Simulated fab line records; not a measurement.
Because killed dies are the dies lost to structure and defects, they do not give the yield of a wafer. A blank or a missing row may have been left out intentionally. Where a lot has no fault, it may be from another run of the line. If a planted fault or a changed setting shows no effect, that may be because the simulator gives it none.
The tool behind it: which one?    flow ritCmos    14 lots, 42 wafers sampled, at 3 steps of a route of 202

== WHAT THE GAUGES SHOWED, per wafer ==
RIT_PLDD_TW_MEAS_10. Usual: PLDD_TW 2348, standard deviation 31.
lot   measured     on            PLDD_TW         flag
L211  day 3 00:54  filmMetro-03  2378 2384 2382  
L212  day 3 02:29  filmMetro-01  2370 2380 2368  
L213  day 3 08:27  filmMetro-04  2306 2312 2307  
L214  day 3 12:46  filmMetro-03  2376 2380 2377  
L216  day 3 21:10  filmMetro-04  2311 2297 2314  
L217  day 4 01:32  filmMetro-04  2318 2319 2306  
L223  day 5 07:10  filmMetro-03  2362 2372 2368  
L225  day 5 17:35  filmMetro-04  2135 2128 2116  OFF
L226  day 6 02:49  filmMetro-01  2180 2180 2182  OFF
L227  day 6 10:01  filmMetro-04  2330 2329 2317  
L228  day 6 12:41  filmMetro-01  2375 2375 2374  
L229  day 6 23:11  filmMetro-04  2316 2327 2322  
L233  day 7 17:26  filmMetro-03  2365 2353 2360  
L234  day 8 01:06  filmMetro-01  2371 2356 2364  

RIT_SDANNEAL_RS_MEAS_06: measures by four-point-probe. Usual: PLDD_RS 178.9 ohm/sq, standard deviation 0.45.
lot   measured     on            PLDD_RS (ohm/sq)   flag
L211  day 3 08:23  filmMetro-01  178.9 179.1 178.9  
L212  day 3 10:55  filmMetro-01  180.1 179.7 180.0  
L213  day 3 14:34  filmMetro-03  179.6 179.2 179.0  
L214  day 3 19:30  filmMetro-04  178.7 179.0 179.2  
L216  day 4 03:31  filmMetro-04  178.7 178.7 179.2  
L217  day 4 07:38  filmMetro-04  179.1 178.5 178.8  
L223  day 5 13:23  filmMetro-01  178.9 179.1 179.2  
L225  day 5 23:48  filmMetro-01  215.5 215.9 216.0  OFF
L226  day 6 09:43  filmMetro-04  215.1 215.3 215.0  OFF
L227  day 6 18:05  filmMetro-03  179.1 179.5 179.0  
L228  day 6 19:33  filmMetro-04  178.9 179.0 179.5  
L229  day 7 06:13  filmMetro-01  178.6 178.8 178.8  
L233  day 8 01:02  filmMetro-04  179.0 179.3 178.4  
L234  day 8 07:33  filmMetro-04  178.9 178.5 178.7  

== WHICH TOOL RAN EACH LOT (tool, then ch and the chambers of the sampled wafers, then the start) ==
lot   RIT_PLDD_IMPLANT_08
L211  implanter-04 ch 0, day 3 00:35
L212  implanter-03 ch 0, day 3 02:10
L213  implanter-04 ch 0, day 3 08:07
L214  implanter-02 ch 0, day 3 12:28
L216  implanter-03 ch 0, day 3 20:52
L217  implanter-02 ch 0, day 4 01:13
L223  implanter-04 ch 0, day 5 06:52
L225  implanter-04 ch 0, day 5 17:16
L226  implanter-04 ch 0, day 6 02:29
L227  implanter-02 ch 0, day 6 09:41
L228  implanter-02 ch 0, day 6 12:22
L229  implanter-02 ch 0, day 6 22:52
L233  implanter-02 ch 0, day 7 17:07
L234  implanter-02 ch 0, day 8 00:47
- RIT_PLDD_IMPLANT_08

== WHAT THE TOOLS THEMSELVES READ (means of the sampled wafers that have a number; where no wafer has one, the mark that the record gives instead) ==
RIT_PLDD_IMPLANT_08. Usual: doseIonsCm2 8.998e+14, standard deviation 9e+11; faradayCurrentUA 2817, standard deviation 61.
lot   tool          doseIonsCm2  faradayCurrentUA  flag
L211  implanter-04  8.991e+14    2800              
L212  implanter-03  8.995e+14    2778              
L213  implanter-04  9.002e+14    2928              
L214  implanter-02  8.999e+14    2843              
L216  implanter-03  8.994e+14    2818              
L217  implanter-02  8.997e+14    2808              
L223  implanter-04  8.987e+14    2800              
L225  implanter-04  6.355e+14    1978              OFF
L226  implanter-04  6.361e+14    2003              OFF
L227  implanter-02  9.007e+14    2835              
L228  implanter-02  9.002e+14    2772              
L229  implanter-02  8.998e+14    2832              
L233  implanter-02  8.992e+14    2787              
L234  implanter-02  8.992e+14    2759              

== THE ANSWER, worked out from the rows above alone ==
Rule: take the mean of a lot's wafers that have a number; if it is more than 3 standard deviations from the usual mean, the lot is off. A lot without any number at a reading at which 4 lots or more have one is off too. Where the step has rows for the other lots, those lots are counted as sound. First the gauges in route order, then the tools' own readings, where a lot's mean is used as printed above. At the first step where some lot is off, the reading lying furthest off is the one used; lots without a number count as furthest.
Off: L225, L226, at RIT_PLDD_TW_MEAS_10 (PLDD_TW).
If a tool, at a process step before that reading, ran all the lots that are off and no sound lot after the first of them, it fits. Not tried: the gauges at RIT_PLDD_TW_MEAS_10; whatever is off there is also off at RIT_PLDD_IMPLANT_08, on other tools, and gauge error can't account for it. One candidate fits, namely implanter-04 at RIT_PLDD_IMPLANT_08. Its last sound lot is L223 (day 5 06:52), its first lot that is off L225 (day 5 17:16): a fault that began between those two fits.
The tool's own readings at RIT_PLDD_IMPLANT_08 bear it out: on the lots that are off they differ by more than 5 times the standard deviation of the sound lots' means. doseIonsCm2 reads 6.358e+14 there against 8.996e+14 on the sound lots; faradayCurrentUA reads 1990 there against 2813 on the sound lots.

== WHAT WAS PUT IN BY THE SIMULATOR ==
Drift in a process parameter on implanter-04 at RIT_PLDD_IMPLANT_08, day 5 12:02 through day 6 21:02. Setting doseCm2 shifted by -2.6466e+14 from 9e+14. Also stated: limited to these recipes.
Lots struck among those shown: L225, L226. The rule above found the same.
